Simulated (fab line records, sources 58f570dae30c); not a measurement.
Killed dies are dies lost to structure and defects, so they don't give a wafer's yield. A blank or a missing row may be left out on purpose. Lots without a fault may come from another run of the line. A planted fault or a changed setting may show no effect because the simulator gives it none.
fab line records | flow berkeley_cmos170
record lots=5 wafers=15 last_day=12
route steps=331 shown M1@251 V1@254 M2@271
lots that met no fault: from a run of the same line without faults
start_h: hours from the record's first day to the start of the lot's first wafer shown | wait_h: hours since the lot's step before | " the same as in the row above | L1.1+2: a row that stands for several wafers | - no value, or no start given | * or withheld: withheld | < > ~ a bound
route shown NAME@n: a module of which the file shows steps, and the number in the route of the first | usual: mean/standard deviation of fault-free wafers | same: alike in all rows | chamber/n: place in a boat | sites: the reading at each site | _std_site: their standard deviation | _edge_site: outer sites' mean less inner sites' | radius_mm: how far each site lies from the wafer's centre | mask NAME#n: copy n | behind: the tool/chamber that last shaped the wafer | hold: why the lot was held/for how many hours/how that ended | device: the transistor (n, p or np) that didn't switch | end of line: the same wafers' tests at the end of the route | a step without rows: its recipe alone | killed: dies lost to structure and defects at the first sort, not the wafer's yield | map: a wafer's dies, x killed, . not, _ none there
set.NAME: the setting as run; set.NAME@STEP: as run at that earlier step | model.NAME: the simulator's own value behind a step, which no gauge read
lots at some steps of the route; a table a step, a row a wafer
services: from which hour (start_h, from the record's first day; less than 0 if before it) a tool's chamber was out of use, for how many hours, and why
## steps
# step UCB170_M1_STRIP_13
# recipe chemistry=O2 power_w=400 pressure_mtorr=3500 platen_temp_c=withheld o2_flow_sccm=400 overash_fraction=0.5
# usual drypump_motor_current_A=5.9/0.54 oes_product_au=0.720/0.0047
# columns lot.wafer tool chamber start_h wait_h drypump_motor_current_A oes_product_au rf_hours_counter_h
L080.2 plasma_asher-02 1 197.52 0.1 6.1 0.715 47
L080.3 " 0 " " 6.7 0.721 -
L080.5 " 0 " " 6.7 0.716 -
L081.3 plasma_asher-02 0 212.04 0.1 6.7 0.723 -
L081.4 " 1 " " 6.1 0.725 -
L081.5 " 1 " " 6.1 0.717 -
L082.3 plasma_asher-04 0 214.03 0.2 6.1 0.720 -
L082.4 " 1 " " 5.5 0.725 -
L082.6 " 0 " " 6.1 0.719 -
L088.3 plasma_asher-02 1 248.01 0.1 6.0 0.714 -
L088.4 " 0 " " 6.7 0.711 -
L088.5 " 1 " " 6.1 0.719 -
L093.1 plasma_asher-02 0 269.47 0.1 6.7 0.722 55
L093.3 " 0 " " 6.7 0.719 -
L093.5 " 1 " " 6.0 0.721 -
# step UCB170_M1_CD_MEAS_90
# recipe target_cd_nm=700
# usual cd_nm=700.0/2.1
# columns lot.wafer tool chamber start_h wait_h cd_nm
L080.2 cd_sem-01 - 197.64 0.1 701.7
L080.3 " - " " 699.1
L080.5 " - " " 701.7
L081.3 cd_sem-01 - 212.17 0.1 701.6
L081.4 " - " " 703.0
L081.5 " - " " 701.1
L082.3 cd_sem-01 - 214.14 0.1 700.3
L082.4 " - " " 699.7
L082.6 " - " " 701.5
L088.3 cd_sem-01 - 248.12 0.1 699.9
L088.4 " - " " 700.2
L088.5 " - " " 700.8
L093.1 cd_sem-02 - 269.57 0.1 700.2
L093.3 " - " " 702.1
L093.5 " - " " 702.1
# step UCB170_M1_ANNEAL_14
# recipe temp_c=400 time_s=1200 ambient=forming_gas
# same time_s=1200
# columns lot.wafer tool chamber start_h wait_h
L080.2+3+5 furnace-03 0 197.74 0.1
L081.3+4+5 furnace-03 0 213.46 1.3
L082.3+4+6 furnace-03 0 214.80 0.6
L088.3+4+5 furnace-03 0 248.20 0.1
L093.1+3+5 furnace-03 0 270.23 0.6
# step UCB170_V1_CVD_00
# recipe material=SiO2 target_thk_nm=2000 temp_c=390 precursor=TEOS/O2 time_s=250 rf_w=550 pressure_mtorr=9000
# usual heater_power_w=274/67
# same time_s=250
# columns lot.wafer tool chamber start_h wait_h heater_power_w
L080.2 pecvd-03 2 199.08 0.0 435
L080.3 " 1 " " 284
L080.5 " 2 " " 313
L081.3 pecvd-03 0 214.88 0.1 308
L081.4 " 2 " " 320
L081.5 " 0 " " 212
L082.3 pecvd-03 2 216.21 0.1 321
L082.4 " 0 " " 213
L082.6 " 2 " " 412
L088.3 pecvd-03 1 249.53 0.0 271
L088.4 " 2 " " 427
L088.5 " 1 " " 336
L093.1 pecvd-04 0 271.56 0.0 398
L093.3 " 0 " " 311
L093.5 " 1 " " 268
# step UCB170_V1_THK_MEAS_01
# recipe reads=SiO2_of_V1_CVD_00
# usual V1_TEOS_THK=1998/29
# columns lot.wafer tool chamber start_h wait_h V1_TEOS_THK[nm]
L080.2 film_metro-03 - 199.24 0.1 2005
L080.3 " - " " 1982
L080.5 " - " " 1994
L081.3 film_metro-04 - 215.05 0.1 2014
L081.4 " - " " 2043
L081.5 " - " " 1986
L082.3 film_metro-02 - 216.38 0.1 2034
L082.4 " - " " 1988
L082.6 " - " " 2033
L088.3 film_metro-04 - 249.71 0.1 1979
L088.4 " - " " 2016
L088.5 " - " " 2019
L093.1 film_metro-04 - 271.80 0.2 1999
L093.3 " - " " 2028
L093.5 " - " " 2034
# step UCB170_V1_CMP_02
# recipe material=SiO2 down_force_psi=6 platen_rpm=60 pad_velocity_m_s=0.75398
# usual motor_current_A=16.3/1.6
# columns lot.wafer tool chamber start_h wait_h motor_current_A
L080.2 cmp-01 0 199.34 0.1 14.6
L080.3 " 1 " " 17.5
L080.5 " 0 " " 15.1
L081.3 cmp-01 0 215.14 0.1 15.0
L081.4 " 2 " " 17.5
L081.5 " 3 " " 16.4
L082.3 cmp-01 2 216.65 0.3 17.2
L082.4 " 1 " " 17.1
L082.6 " 2 " " 18.2
L088.4 cmp-02 2 249.75 0.0 13.3
L088.3 " 1 " " 18.8
L088.5 " 2 " " 13.7
L093.1 cmp-02 2 271.91 0.1 12.2
L093.3 " 0 " " 15.1
L093.5 " 1 " " 17.4
# step UCB170_V1_BOW_MEAS_03
# recipe mode=bow
# usual V1_BOW=21/7.2
# columns lot.wafer tool chamber start_h wait_h V1_BOW[um]
L080.2 film_metro-04 - 199.61 0.2 21
L080.3 " - " " 32
L080.5 " - " " 23
L081.3 film_metro-04 - 215.43 0.2 25
L081.4 " - " " 19
L081.5 " - " " 15
L082.3 film_metro-02 - 216.99 0.3 7
L082.4 " - " " 7
L082.6 " - " " 19
L088.3 film_metro-03 - 250.09 0.1 25
L088.4 " - " " 13
L088.5 " - " " 21
L093.1 film_metro-03 - 272.16 0.2 18
L093.3 " - " " 17
L093.5 " - " " 33
# step UCB170_V1_THK_MEAS_04
# recipe reads=SiO2_of_V1_CVD_00
# usual V1_POLISHED_THK=999.7/1.2
# columns lot.wafer tool chamber start_h wait_h V1_POLISHED_THK[nm]
L080.2 film_metro-04 - 199.72 0.1 999.5
L080.3 " - " " 1001.6
L080.5 " - " " 999.1
L081.3 film_metro-04 - 215.53 0.1 999.9
L081.4 " - " " 999.4
L081.5 " - " " 998.5
L082.3 film_metro-02 - 217.09 0.1 999.6
L082.4 " - " " 1001.1
L082.6 " - " " 1001.0
L088.3 film_metro-03 - 250.19 0.1 997.9
L088.4 " - " " 999.8
L088.5 " - " " 1000.6
L093.1 film_metro-03 - 272.28 0.1 999.4
L093.3 " - " " 999.9
L093.5 " - " " 999.6
# step UCB170_V1_CLEAN_05
# recipe chemistry=DIW
# columns lot.wafer tool chamber start_h wait_h
L080.2+3+5 wet_bench-01 0 201.49 1.8
L081.3+4+5 wet_bench-04 3 216.02 0.5
L082.3+4+6 wet_bench-01 2 217.61 0.5
L088.3+4+5 wet_bench-01 1 251.03 0.8
L093.1+3+5 wet_bench-01 2 272.48 0.2
# step UCB170_V1_HMDS_06
# recipe prime_time_s=60 prime_temp_c=100
# columns lot.wafer tool chamber start_h wait_h
L080.2+3+5 litho_track-03 0 201.71 0.0
L081.3+4+5 litho_track-04 0 216.25 0.1
L082.3+4+6 litho_track-04 0 217.84 0.1
L088.3+4+5 litho_track-02 0 251.26 0.1
L093.1+3+5 litho_track-04 0 273.23 0.6
# step UCB170_V1_COAT_07
# recipe resist=KrF spin_rpm=1500 resist_thk_nm=900
# columns lot.wafer tool chamber start_h wait_h
L080.2+3+5 litho_track-03 0 201.86 0.1
L081.3+4+5 litho_track-04 0 216.40 0.1
L082.3+4+6 litho_track-04 0 217.99 0.1
L088.3+4+5 litho_track-02 0 251.41 0.1
L093.1+3+5 litho_track-04 0 273.38 0.1
# step UCB170_V1_SOFTBAKE_08
# recipe resist=KrF temp_c=130 time_s=60
# usual plate_temp_C=130.00/0.14
# same time_s=60
# columns lot.wafer tool chamber start_h wait_h plate_temp_C
L080.2 litho_track-03 0 202.01 0.1 129.92
L080.3 " 0 " " 130.01
L080.5 " 0 " " 129.95
L081.3 litho_track-04 0 216.55 0.1 130.03
L081.4 " 0 " " 129.93
L081.5 " 0 " " 129.97
L082.3 litho_track-04 0 218.14 0.1 129.96
L082.4 " 0 " " 130.08
L082.6 " 0 " " 129.92
L088.3 litho_track-02 0 251.56 0.1 130.34
L088.4 " 0 " " 130.22
L088.5 " 0 " " 130.21
L093.1 litho_track-04 0 273.53 0.1 129.92
L093.3 " 0 " " 129.94
L093.5 " 0 " " 130.03
# step UCB170_V1_EXPOSE_09
# recipe mask_id=VIA1 target_cd_nm=700 na=0.5 sigma_outer=0.6 source_shape=conventional dose_mj=37
# usual focus_offset_nm=-0.1/0.56
# same na=0.5
# columns lot.wafer tool chamber start_h wait_h mask focus_offset_nm
L080.2 krf_scanner-01 0 202.28 0.2 VIA1#0 -0.1
L080.3 " 0 " " VIA1#0 0.0
L080.5 " 0 " " VIA1#0 0.2
L081.3 krf_scanner-02 0 217.04 0.5 VIA1#0 -0.4
L081.4 " 0 " " VIA1#0 -0.1
L081.5 " 0 " " VIA1#0 -0.5
L082.3 krf_scanner-02 0 218.64 0.5 VIA1#0 0.1
L082.4 " 0 " " VIA1#0 0.3
L082.6 " 0 " " VIA1#0 -0.1
L088.3 krf_scanner-01 0 251.70 0.1 VIA1#0 0.3
L088.4 " 0 " " VIA1#0 0.1
L088.5 " 0 " " VIA1#0 0.1
L093.1 krf_scanner-01 0 273.68 0.1 VIA1#0 -1.0
L093.3 " 0 " " VIA1#0 1.1
L093.5 " 0 " " VIA1#0 0.7
# step UCB170_V1_PEB_10
# recipe peb_temp_c=129.5 peb_time_s=withheld resist=KrF
# usual plate_temp_C=129.51/0.15
# columns lot.wafer tool chamber start_h wait_h plate_temp_C
L080.2 litho_track-03 0 202.61 0.3 129.47
L080.3 " 0 " " 129.53
L080.5 " 0 " " 129.54
L081.3 litho_track-04 0 217.17 0.1 129.59
L081.4 " 0 " " 129.41
L081.5 " 0 " " 129.46
L082.3 litho_track-03 0 218.80 0.1 129.55
L082.4 " 0 " " 129.53
L082.6 " 0 " " 129.55
L088.3 litho_track-02 0 251.83 0.1 129.64
L088.4 " 0 " " 129.56
L088.5 " 0 " " 129.82
L093.1 litho_track-03 0 274.74 1.0 129.25
L093.3 " 0 " " 129.17
L093.5 " 0 " " 129.02
# step UCB170_V1_DEVELOP_11
# recipe developer=TMAH develop_time_s=45 resist=KrF dev_temp_c=21
# columns lot.wafer tool chamber start_h wait_h
L080.2+3+5 litho_track-03 0 - -
L081.3+4+5 litho_track-04 0 - -
L082.3+4+6 litho_track-03 0 - -
L088.3+4+5 litho_track-02 0 - -
L093.1+3+5 litho_track-03 0 - -
# step UCB170_V1_CD_MEAS_12
# recipe target_cd_nm=700
# usual cd_nm=700.2/1.7
# columns lot.wafer tool chamber start_h wait_h cd_nm
L080.2 cd_sem-02 - 202.88 - 699.2
L080.3 " - " " 699.5
L080.5 " - " " 698.5
L081.3 cd_sem-02 - 217.44 - 698.1
L081.4 " - " " 697.8
L081.5 " - " " 698.2
L082.3 cd_sem-02 - 219.07 - 698.9
L082.4 " - " " 698.7
L082.6 " - " " 698.9
L088.3 cd_sem-01 - 252.09 - 702.2
L088.4 " - " " 703.2
L088.5 " - " " 703.4
L093.1 cd_sem-01 - 275.02 - 697.8
L093.3 " - " " 698.6
L093.5 " - " " 696.4
# step UCB170_V1_OVL_MEAS_13
# usual V1_OVL=-1/5.8
# columns lot.wafer tool chamber start_h wait_h V1_OVL[nm]
L080.2 overlay-01 - 202.98 0.1 -6
L080.3 " - " " -3
L080.5 " - " " -3
L081.3 overlay-02 - 217.53 0.1 1
L081.4 " - " " -8
L081.5 " - " " -12
L082.3 overlay-02 - 219.16 0.1 -10
L082.4 " - " " -12
L082.6 " - " " -11
L088.3 overlay-02 - 252.18 0.1 16
L088.4 " - " " 3
L088.5 " - " " 7
L093.1 overlay-02 - 275.14 0.1 14
L093.3 " - " " 9
L093.5 " - " " 8
# step UCB170_V1_ETCH_14
# recipe chemistry=CHF3/CF4/Ar target=SiO2 stop_on=Al CHF3_flow_sccm=45 cf4_flow_sccm=15 Ar_flow_sccm=150 pressure_mtorr=200 rf_w=700 target_depth_a=12500 over_etch_frac=0.25 time_s=291
# usual drypump_motor_current_A=5.6/0.44 oes_product_au=0.875/0.01 throttle_valve_pct=6.94/0.11
# same over_etch_frac=0.25 time_s=291
# columns lot.wafer tool chamber start_h wait_h drypump_motor_current_A oes_product_au rf_hours_counter_h throttle_valve_pct
L080.2 rie_diel-04 3 203.01 0.0 5.7 0.882 134 7.07
L080.3 " 1 " " 6.5 0.876 34 6.93
L080.5 " 0 " " 6.0 0.872 - 6.85
L081.3 rie_diel-03 2 217.55 0.0 6.0 0.907 137 6.74
L081.4 " 0 " " 5.9 0.880 66 6.97
L081.5 " 0 " " 5.9 0.887 - 6.97
L082.3 rie_diel-04 3 219.18 0.0 5.7 0.876 134 7.05
L082.4 " 0 " " 5.9 0.878 13 6.86
L082.6 " 1 " " 6.5 0.875 - 6.94
L088.3 rie_diel-04 2 252.21 0.0 5.9 0.877 133 7.02
L088.4 " 0 " " 5.9 0.877 - 6.86
L088.5 " 2 " " 5.9 0.870 - 7.01
L093.1 rie_diel-01 3 275.17 0.0 5.1 0.870 128 6.96
L093.3 " 0 " " 5.4 0.872 82 6.92
L093.5 " 1 " " 5.1 0.859 - 6.97
# step UCB170_V1_STRIP_15
# recipe chemistry=O2 power_w=400 pressure_mtorr=3500 platen_temp_c=withheld o2_flow_sccm=400 overash_fraction=0.5
# usual drypump_motor_current_A=5.6/0.38 oes_product_au=0.722/0.0044 strip_time_to_endpoint_s=15.36/0.12
# columns lot.wafer tool chamber start_h wait_h drypump_motor_current_A oes_product_au rf_hours_counter_h strip_time_to_endpoint_s
L080.2 plasma_asher-04 0 203.19 0.1 6.1 0.725 11 15.33
L080.3 " 1 " " 5.5 0.731 - 15.23
L080.5 " 0 " " 6.1 0.714 - 15.36
L081.3 plasma_asher-04 1 217.76 0.1 5.5 0.716 - 15.39
L081.4 " 0 " " 6.1 0.724 - 15.39
L081.5 " 0 " " 6.1 0.720 - 15.34
L082.3 plasma_asher-04 0 219.40 0.1 6.1 0.720 - 15.31
L082.4 " 1 " " 5.5 0.724 - 15.30
L082.6 " 0 " " 6.1 0.723 - 15.15
L088.3 plasma_asher-01 0 252.42 0.1 5.0 0.719 - 15.47
L088.4 " 1 " " 5.6 0.718 - 15.34
L088.5 " 1 " " 5.6 0.724 - 15.59
L093.1 plasma_asher-04 1 275.35 0.1 5.5 0.725 18 15.39
L093.3 " 0 " " 6.1 0.721 - 15.58
L093.5 " 1 " " 5.5 0.727 - 15.44
# step UCB170_V1_CD_MEAS_90
# recipe target_cd_nm=700
# usual cd_nm=699.9/1.9
# columns lot.wafer tool chamber start_h wait_h cd_nm
L080.2 cd_sem-02 - 203.31 0.1 699.9
L080.3 " - " " 700.3
L080.5 " - " " 699.9
L081.3 cd_sem-02 - 217.87 0.1 698.0
L081.4 " - " " 697.7
L081.5 " - " " 697.8
L082.3 cd_sem-02 - 219.50 0.1 698.4
L082.4 " - " " 698.6
L082.6 " - " " 699.1
L088.3 cd_sem-02 - 252.53 0.1 701.2
L088.4 " - " " 704.7
L088.5 " - " " 704.5
L093.1 cd_sem-01 - 275.54 0.2 698.8
L093.3 " - " " 697.5
L093.5 " - " " 696.4
# step UCB170_M2_PRE_CLEAN_00
# recipe gas=Ar preclean_etch_time_s=60
# columns lot.wafer tool chamber start_h wait_h
L080.2+3+5 pvd_sputter-04 - 203.41 0.1
L081.3+4+5 pvd_sputter-04 - 217.95 0.1
L082.3+4+6 pvd_sputter-01 - 219.58 0.1
L088.3+4+5 pvd_sputter-04 - 252.61 0.1
L093.1+3+5 pvd_sputter-01 - 275.66 0.1
# step UCB170_M2_SPUTTER_01
# recipe material=Al target_thk_nm=900 time_s=120 power_w=6000 chamber_pressure_pa=0.5
# usual throttle_valve_pct=30.1/1.1
# same time_s=120
# columns lot.wafer tool chamber start_h wait_h throttle_valve_pct
L080.2 pvd_sputter-04 - 203.48 0.0 29.7
L080.3 " - " " 29.3
L080.5 " - " " 31.9
L081.3 pvd_sputter-04 - 218.02 0.0 29.1
L081.4 " - " " 29.3
L081.5 " - " " 29.0
L082.3 pvd_sputter-01 - 219.65 0.0 31.1
L082.4 " - " " 28.6
L082.6 " - " " 29.7
L088.3 pvd_sputter-04 - 252.67 0.0 31.7
L088.4 " - " " 30.1
L088.5 " - " " 29.3
L093.1 pvd_sputter-01 - 275.72 0.0 29.5
L093.3 " - " " 30.5
L093.5 " - " " 29.7
# step UCB170_M2_RS_MEAS_02
# recipe thk_meas_gauge=four-point-probe reads=Al_of_M2_SPUTTER_01
# usual M2_AL_RS=0.0322/0.00031
# columns lot.wafer tool chamber start_h wait_h M2_AL_RS[ohm/sq]
L080.2 film_metro-02 - 203.60 0.1 0.0322
L080.3 " - " " 0.0319
L080.5 " - " " 0.0323
L081.3 film_metro-04 - 218.14 0.1 0.0318
L081.4 " - " " 0.0320
L081.5 " - " " 0.0318
L082.3 film_metro-02 - 219.77 0.1 0.0316
L082.4 " - " " 0.0323
L082.6 " - " " 0.0319
L088.3 film_metro-01 - 252.80 0.1 0.0326
L088.4 " - " " 0.0327
L088.5 " - " " 0.0325
L093.1 film_metro-04 - 275.81 0.0 0.0326
L093.3 " - " " 0.0323
L093.5 " - " " 0.0324
# step UCB170_M2_THK_MEAS_03
# recipe thk_meas_gauge=xrf reads=Al_of_M2_SPUTTER_01
# usual M2_AL_THK=883/8.3
# columns lot.wafer tool chamber start_h wait_h M2_AL_THK[nm]
L080.2 film_metro-02 - 203.71 0.1 882
L080.3 " - " " 887
L080.5 " - " " 880
L081.3 film_metro-04 - 218.24 0.1 892
L081.4 " - " " 888
L081.5 " - " " 894
L082.3 film_metro-02 - 219.87 0.1 896
L082.4 " - " " 879
L082.6 " - " " 885
L088.3 film_metro-01 - 252.90 0.1 875
L088.4 " - " " 869
L088.5 " - " " 874
L093.1 film_metro-04 - 275.93 0.1 871
L093.3 " - " " 875
L093.5 " - " " 872
# step UCB170_M2_HMDS_04
# recipe prime_time_s=60 prime_temp_c=100
# columns lot.wafer tool chamber start_h wait_h
L080.2+3+5 litho_track-01 0 204.18 0.5
L081.3+4+5 litho_track-01 0 218.46 0.2
L082.3+4+6 litho_track-01 0 219.96 0.1
L088.3+4+5 litho_track-03 0 252.99 0.1
L093.1+3+5 litho_track-01 0 276.56 0.6
# step UCB170_M2_COAT_05
# recipe resist=KrF spin_rpm=1500 resist_thk_nm=900
# columns lot.wafer tool chamber start_h wait_h
L080.2+3+5 litho_track-01 0 204.33 0.1
L081.3+4+5 litho_track-01 0 218.61 0.1
L082.3+4+6 litho_track-01 0 220.11 0.1
L088.3+4+5 litho_track-03 0 253.14 0.1
L093.1+3+5 litho_track-01 0 276.71 0.1
# step UCB170_M2_SOFTBAKE_06
# recipe resist=KrF temp_c=130 time_s=60
# usual plate_temp_C=129.99/0.14
# same time_s=60
# columns lot.wafer tool chamber start_h wait_h plate_temp_C
L080.2 litho_track-01 0 204.48 0.1 130.05
L080.3 " 0 " " 129.92
L080.5 " 0 " " 129.85
L081.3 litho_track-01 0 218.76 0.1 129.92
L081.4 " 0 " " 129.96
L081.5 " 0 " " 129.98
L082.3 litho_track-01 0 220.26 0.1 129.90
L082.4 " 0 " " 129.95
L082.6 " 0 " " 130.02
L088.3 litho_track-03 0 253.29 0.1 130.18
L088.4 " 0 " " 129.92
L088.5 " 0 " " 129.94
L093.1 litho_track-01 0 276.86 0.1 129.94
L093.3 " 0 " " 129.94
L093.5 " 0 " " 129.96
# step UCB170_M2_STRIP_07
# recipe chemistry=O2 power_w=400 pressure_mtorr=3500 platen_temp_c=withheld o2_flow_sccm=400 overash_fraction=0.5
# usual drypump_motor_current_A=5.9/0.48 oes_product_au=0.735/0.0042 strip_time_to_endpoint_s=22.01/0.067
# columns lot.wafer tool chamber start_h wait_h drypump_motor_current_A oes_product_au rf_hours_counter_h strip_time_to_endpoint_s
L080.2 plasma_asher-02 1 204.61 0.1 6.1 0.730 48 22.12
L080.3 " 1 " " 6.1 0.736 - 22.16
L080.5 " 0 " " 6.7 0.731 - 22.13
L081.3 plasma_asher-02 0 218.89 0.1 6.7 0.737 - 22.16
L081.4 " 1 " " 6.0 0.739 - 22.15
L081.5 " 1 " " 6.0 0.728 - 22.14
L082.3 plasma_asher-03 0 220.40 0.1 5.8 0.736 - 22.10
L082.4 " 1 " " 5.1 0.742 - 22.12
L082.6 " 0 " " 5.8 0.733 - 22.14
L088.3 plasma_asher-04 1 253.42 0.1 5.5 0.741 - 21.90
L088.4 " 0 " " 6.1 0.736 - 21.93
L088.5 " 1 " " 5.5 0.734 - 21.97
L093.1 plasma_asher-03 1 277.01 0.1 5.1 0.731 50 22.05
L093.3 " 1 " " 5.1 0.730 - 22.10
L093.5 " 1 " " 5.1 0.741 - 22.05
# step UCB170_M2_STRIP_08
# recipe chemistry=DMSO temp_c=80 time_s=600 material=KrF
# usual temp_c=80.02/0.12
# same time_s=600
# columns lot.wafer tool chamber start_h wait_h temp_c
L080.2 wet_bench-02 1 204.72 0.1 79.93
L080.3 " 1 " " 80.01
L080.5 " 1 " " 79.99
L081.3 wet_bench-02 1 218.96 0.0 80.10
L081.4 " 1 " " 80.03
L081.5 " 1 " " 80.12
L082.3 wet_bench-04 2 220.62 0.2 79.90
L082.4 " 2 " " 80.04
L082.6 " 2 " " 80.02
L088.3 wet_bench-03 0 253.66 0.2 79.96
L088.4 " 0 " " 79.93
L088.5 " 0 " " 79.96
L093.1 wet_bench-03 0 277.11 0.1 79.83
L093.3 " 0 " " 80.02
L093.5 " 0 " " 79.94
# step UCB170_M2_COAT_09
# recipe resist=BARC temp_c=withheld time_s=withheld spin_rpm=3000 resist_thk_nm=withheld
# columns lot.wafer tool chamber start_h wait_h
L080.2+3+5 litho_track-04 0 205.01 0.1
L081.3+4+5 litho_track-04 0 219.21 0.1
L082.3+4+6 litho_track-03 0 220.85 0.1
L088.3+4+5 litho_track-04 0 253.88 0.1
L093.1+3+5 litho_track-04 0 277.58 0.3
# step UCB170_M2_COAT_10
# recipe resist=KrF spin_rpm=1500 resist_thk_nm=900
# columns lot.wafer tool chamber start_h wait_h
L080.2+3+5 litho_track-04 0 - -
L081.3+4+5 litho_track-04 0 - -
L082.3+4+6 litho_track-03 0 - -
L088.3+4+5 litho_track-04 0 - -
L093.1+3+5 litho_track-04 0 - -
# step UCB170_M2_SOFTBAKE_11
# recipe resist=KrF temp_c=130 time_s=60
# usual plate_temp_C=129.98/0.15
# same time_s=60
# columns lot.wafer tool chamber start_h wait_h plate_temp_C
L080.2 litho_track-04 0 - - 129.95
L080.3 " 0 " " 130.06
L080.5 " 0 " " 129.97
L081.3 litho_track-04 0 - - 129.82
L081.4 " 0 " " 129.96
L081.5 " 0 " " 129.95
L082.3 litho_track-03 0 - - 129.81
L082.4 " 0 " " 130.15
L082.6 " 0 " " 129.77
L088.3 litho_track-04 0 - - 130.10
L088.4 " 0 " " 129.97
L088.5 " 0 " " 130.04
L093.1 litho_track-04 0 - - 130.22
L093.3 " 0 " " 130.12
L093.5 " 0 " " 130.08
# step UCB170_M2_EXPOSE_12
# recipe mask_id=METAL2 target_cd_nm=700 na=0.5 sigma_outer=0.6 source_shape=conventional dose_mj=26
# usual focus_offset_nm=0.1/0.58
# same na=0.5
# columns lot.wafer tool chamber start_h wait_h mask focus_offset_nm
L080.2 krf_scanner-01 0 205.57 - METAL2#0 0.6
L080.3 " 0 " " METAL2#0 -0.1
L080.5 " 0 " " METAL2#0 0.0
L081.3 krf_scanner-02 0 219.65 - METAL2#0 0.2
L081.4 " 0 " " METAL2#0 -0.2
L081.5 " 0 " " METAL2#0 0.0
L082.3 krf_scanner-02 0 221.42 - METAL2#0 -1.1
L082.4 " 0 " " METAL2#0 0.2
L082.6 " 0 " " METAL2#0 -0.2
L088.3 krf_scanner-01 0 254.32 - METAL2#0 0.3
L088.4 " 0 " " METAL2#0 0.8
L088.5 " 0 " " METAL2#0 -0.6
L093.1 krf_scanner-01 0 278.15 - METAL2#0 0.0
L093.3 " 0 " " METAL2#0 0.4
L093.5 " 0 " " METAL2#0 0.3
# step UCB170_M2_PEB_13
# recipe peb_temp_c=130 peb_time_s=withheld resist=KrF
# usual plate_temp_C=129.98/0.14
# columns lot.wafer tool chamber start_h wait_h plate_temp_C
L080.2 litho_track-01 0 205.70 0.1 129.83
L080.3 " 0 " " 129.78
L080.5 " 0 " " 129.44
L081.3 litho_track-04 0 219.77 0.1 129.94
L081.4 " 0 " " 130.06
L081.5 " 0 " " 129.94
L082.3 litho_track-03 0 221.55 0.1 130.07
L082.4 " 0 " " 129.94
L082.6 " 0 " " 129.91
L088.3 litho_track-04 0 254.45 0.1 130.00
L088.4 " 0 " " 130.29
L088.5 " 0 " " 130.13
L093.1 litho_track-03 0 278.54 0.4 130.14
L093.3 " 0 " " 130.04
L093.5 " 0 " " 129.96
# step UCB170_M2_DEVELOP_14
# recipe developer=TMAH develop_time_s=45 resist=KrF dev_temp_c=21
# columns lot.wafer tool chamber start_h wait_h
L080.2+3+5 litho_track-01 0 - -
L081.3+4+5 litho_track-04 0 - -
L082.3+4+6 litho_track-03 0 - -
L088.3+4+5 litho_track-04 0 - -
L093.1+3+5 litho_track-03 0 - -
# step UCB170_M2_CD_MEAS_15
# recipe target_cd_nm=700
# usual cd_nm=699.7/1.6
# columns lot.wafer tool chamber start_h wait_h cd_nm
L080.2 cd_sem-01 - 205.97 - 699.8
L080.3 " - " " 699.8
L080.5 " - " " 700.5
L081.3 cd_sem-01 - 220.04 - 697.8
L081.4 " - " " 698.0
L081.5 " - " " 698.4
L082.3 cd_sem-02 - 221.82 - 699.5
L082.4 " - " " 700.6
L082.6 " - " " 698.9
L088.3 cd_sem-01 - 254.71 - 699.5
L088.4 " - " " 697.9
L088.5 " - " " 698.9
L093.1 cd_sem-01 - 278.82 - 699.0
L093.3 " - " " 697.1
L093.5 " - " " 698.5
# step UCB170_M2_OVL_MEAS_16
# usual M2_OVL=1/6.5
# columns lot.wafer tool chamber start_h wait_h M2_OVL[nm]
L080.2 overlay-02 - 206.07 0.1 -11
L080.3 " - " " -8
L080.5 " - " " -9
L081.3 overlay-01 - 220.13 0.1 1
L081.4 " - " " 0
L081.5 " - " " 5
L082.3 overlay-01 - 221.91 0.1 8
L082.4 " - " " 5
L082.6 " - " " 5
L088.3 overlay-02 - 254.81 0.1 -2
L088.4 " - " " -7
L088.5 " - " " -6
L093.1 overlay-02 - 278.94 0.1 -7
L093.3 " - " " -5
L093.5 " - " " -2
# step UCB170_M2_ETCH_17
# recipe chemistry=N2/H2 target_depth_a=withheld overetch_a=withheld target=BARC time_s=withheld source_w=500 bias_w=98.44 pressure_mtorr=30 n2_flow_sccm=100 h2_flow_sccm=200
# usual drypump_motor_current_A=5.7/0.44 oes_product_au=0.994/0.015 throttle_valve_pct=13.25/0.22
# columns lot.wafer tool chamber start_h wait_h drypump_motor_current_A oes_product_au throttle_valve_pct
L080.2 rie_diel-04 2 206.10 0.0 5.9 0.976 13.37
L080.3 " 0 " " 6.0 1.006 13.08
L080.5 " 0 " " 6.0 1.005 13.06
L081.3 rie_diel-03 3 220.15 0.0 5.1 0.969 13.68
L081.4 " 2 " " 6.0 1.009 12.87
L081.5 " 2 " " 6.0 1.010 12.89
L082.3 rie_diel-02 1 221.93 0.0 5.7 0.992 13.14
L082.4 " 2 " " 6.2 0.982 13.44
L082.6 " 3 " " 4.9 1.008 13.42
L088.3 rie_diel-04 1 254.83 0.0 6.5 0.998 13.26
L088.4 " 2 " " 5.9 0.959 13.35
L088.5 " 0 " " 5.9 0.987 13.06
L093.1 rie_diel-03 0 278.97 0.0 6.0 1.028 13.32
L093.3 " 3 " " 5.0 0.997 13.68
L093.5 " 1 " " 5.3 0.987 12.93
## services
# columns tool chamber start_h hours kind
krf_scanner-01 - 175.98 0.8 pm
cmp-01 - 178.59 3.8 pm
cmp-01 - 183.01 3.9 repair
krf_scanner-02 - 184.67 1.3 pm
cmp-02 - 198.35 27.4 repair
pecvd-03 - 199.42 2.8 pm
pecvd-03 1 208.78 14.9 repair
rie_diel-04 3 209.42 2.7 repair
pvd_sputter-01 - 212.00 4.6 repair
rie_diel-03 2 223.10 16.4 repair
cmp-01 - 231.12 0.6 repair
cmp-02 - 232.00 4.0 pm
pvd_sputter-04 - 232.06 3.4 repair
rie_diel-03 - 258.88 0.2 repair
krf_scanner-02 - 258.97 1.0 pm
wet_bench-01 - 262.86 1.3 repair
cmp-01 - 262.91 1.1 repair
wet_bench-03 - 267.35 4.1 repair
krf_scanner-01 - 272.19 1.3 pm
cmp-01 - 273.32 1.6 repair
rie_diel-04 0 273.95 1.4 repair
cmp-01 - 273.97 4.1 repair
rie_diel-04 1 274.18 3.2 repair
plasma_asher-04 - 278.97 1.5 repair
## key
fault none
